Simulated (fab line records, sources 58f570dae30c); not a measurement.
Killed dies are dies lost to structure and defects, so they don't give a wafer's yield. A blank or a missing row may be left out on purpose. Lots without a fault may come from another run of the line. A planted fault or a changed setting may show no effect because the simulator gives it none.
A struck lot beside a sound one | flow berkeley_cmos170 | 23 steps out of a route of 331
Sound: wafers L773.4, L773.5, L773.6. Struck: wafers L786.4, L786.5, L786.6. The cause comes at the end.
At each step with rows: each side's tool, then ch and its chambers, then its first start. Under that, the readings that differ: sound wafers | struck wafers | difference of the means | sigmas: that difference in standard deviations of wafers without a fault.
alike: readings whose means differ by less than 2 such deviations, and words and numbers that are the same on both sides. not compared: withheld readings, readings that some wafer has no value for, bounds like >300 that may hide the same value, and numbers for which the record gives no deviation and whose values overlap.
The two part at a step that has a row with sigmas, a row that says differs or no value, or rows on one side only. Numbers that don't overlap but have no deviation are shown without sigmas and don't part them. A reading that every wafer of one side lacks parts them only if that side has two wafers or more.

UCB170_M2_OVL_MEAS_16:
  sound on overlay-02, day 7 23:17; struck on overlay-02, day 10 17:25
  alike: M2_OVL
UCB170_M2_ETCH_17: etches BARC in N2/H2.
  sound on rie_diel-02 ch 2,3, day 7 23:19; struck on rie_diel-01 ch 0,1,3, day 10 17:26
  alike: drypump_motor_current_A, oes_product_au, rf_fwd_power_W, throttle_valve_pct
UCB170_M2_METAL_ETCH_18: etches Al in Cl2/BCl3, stops on SiO2, target depth 1170 nm, time 195 s.
  sound on rie_metal-03 ch 1, day 7 23:32; struck on rie_metal-04 ch 0,1, day 10 17:32
  alike: drypump_motor_current_A, oes_product_au, rf_fwd_power_W, throttle_valve_pct
  not compared: rf_hours_counter_h
UCB170_M2_STRIP_19: strips in O2.
  sound on plasma_asher-01 ch 0,1, day 7 23:46; struck on plasma_asher-01 ch 0,1, day 10 17:41
  alike: drypump_motor_current_A, oes_product_au
  not compared: rf_hours_counter_h
UCB170_M2_CD_MEAS_90: target cd 700 nm.
  sound on cd_sem-02, day 7 23:53; struck on cd_sem-02, day 10 17:49
  alike: cd_nm
UCB170_V2_CVD_00: deposits SiO2 from TEOS/O2, target thk 2000 nm, time 250 s.
  sound on pecvd-04 ch 0,1,2, day 8 00:02; struck on pecvd-02 ch 0,1,2, day 10 17:57
  alike: heater_power_w, rf_fwd_power_W, susceptor_temp_C
UCB170_V2_THK_MEAS_01:
  sound on film_metro-04, day 8 00:08; struck on film_metro-01, day 10 18:04
  alike: V2_TEOS_THK
UCB170_V2_CMP_02: polishes SiO2.
  sound on cmp-01 ch 0,1,2, day 8 00:19; struck on cmp-01 ch 0,3, day 10 18:08
  alike: edge_zone_pressure_frac, motor_current_A
UCB170_V2_BOW_MEAS_03:
  sound on film_metro-01, day 8 00:31; struck on film_metro-02, day 10 18:27
  alike: V2_BOW
UCB170_V2_THK_MEAS_04:
  sound on film_metro-01, day 8 00:37; struck on film_metro-02, day 10 18:32
  alike: V2_POLISHED_THK
then, 2 steps without rows for these wafers: UCB170_V2_CLEAN_05 (cleans in DIW); UCB170_V2_HMDS_06 (prime time 60 s).
UCB170_V2_COAT_07: resist thk 900 nm.
  sound on litho_track-01 ch 0, day 8 01:07; struck on litho_track-04 ch 0, day 10 19:10
  reading                             | sound                | struck               | difference | sigmas
  spin_speed_rpm (rpm)                | 1500.6 1499.3 1499.7 | 1444.0 1441.3 1441.2 | -57.7      | -52
  model.KrF_of_V2_COAT_07.thk_nm (nm) | 901.6 905 901.1      | 920.9 919.6 920.1    | +17.6      |
then, 4 steps without rows for these wafers: UCB170_V2_SOFTBAKE_08 (time 60 s); UCB170_V2_EXPOSE_09 (exposes mask VIA2, target cd 700 nm); UCB170_V2_PEB_10; UCB170_V2_DEVELOP_11 (develop time 45 s).
UCB170_V2_CD_MEAS_12: target cd 700 nm.
  sound on cd_sem-02, day 8 02:00; struck on cd_sem-01, day 10 20:10
  reading    | sound             | struck            | difference | sigmas
  cd_nm (nm) | 697.8 699.2 698.5 | 701.7 701.0 700.6 | +2.6       | +2
UCB170_V2_OVL_MEAS_13:
  sound on overlay-01, day 8 02:05; struck on overlay-02, day 10 20:15
  alike: V2_OVL
UCB170_V2_ETCH_14: etches SiO2 in CHF3/CF4/Ar, stops on Al, target depth 1250 nm, time 291 s.
  sound on rie_diel-03 ch 0,1,2, day 8 02:11; struck on rie_diel-01 ch 0,1, day 10 20:16
  reading                             | sound             | struck            | difference | sigmas
  model.KrF_of_V2_COAT_07.thk_nm (nm) | 615.3 615.2 615.2 | 627.9 633.2 630.4 | +15.3      |
  alike: CHF3_flow_sccm, drypump_motor_current_A, mfc_ar_sccm, oes_product_au, rf_fwd_power_W, throttle_valve_pct
  not compared: rf_hours_counter_h
UCB170_V2_STRIP_15: strips in O2.
  sound on plasma_asher-01 ch 0,1, day 8 02:19; struck on plasma_asher-03 ch 0,1, day 10 20:29
  reading                      | sound             | struck            | difference | sigmas
  strip_time_to_endpoint_s (s) | 15.45 15.45 15.43 | 15.74 15.86 15.79 | +0.35      | +3
  alike: drypump_motor_current_A, oes_product_au
  not compared: rf_hours_counter_h
UCB170_V2_CD_MEAS_90: target cd 700 nm.
  sound on cd_sem-02, day 8 02:26; struck on cd_sem-02, day 10 20:36
  reading    | sound             | struck            | difference | sigmas
  cd_nm (nm) | 697.2 697.8 697.5 | 702.2 700.6 701.3 | +3.9       | +3
UCB170_M3_PROBE_99:
  the record has rows for the sound wafers here (prober-01, day 8 06:00) and none for the struck ones

WHERE THEY PART
First at UCB170_V2_COAT_07; last, within this record, at UCB170_M3_PROBE_99.

WHY: what the simulator had put in
Process parameter drift: litho_track-04, from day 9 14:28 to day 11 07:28, at UCB170_V2_COAT_07. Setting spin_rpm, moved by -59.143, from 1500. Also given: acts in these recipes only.
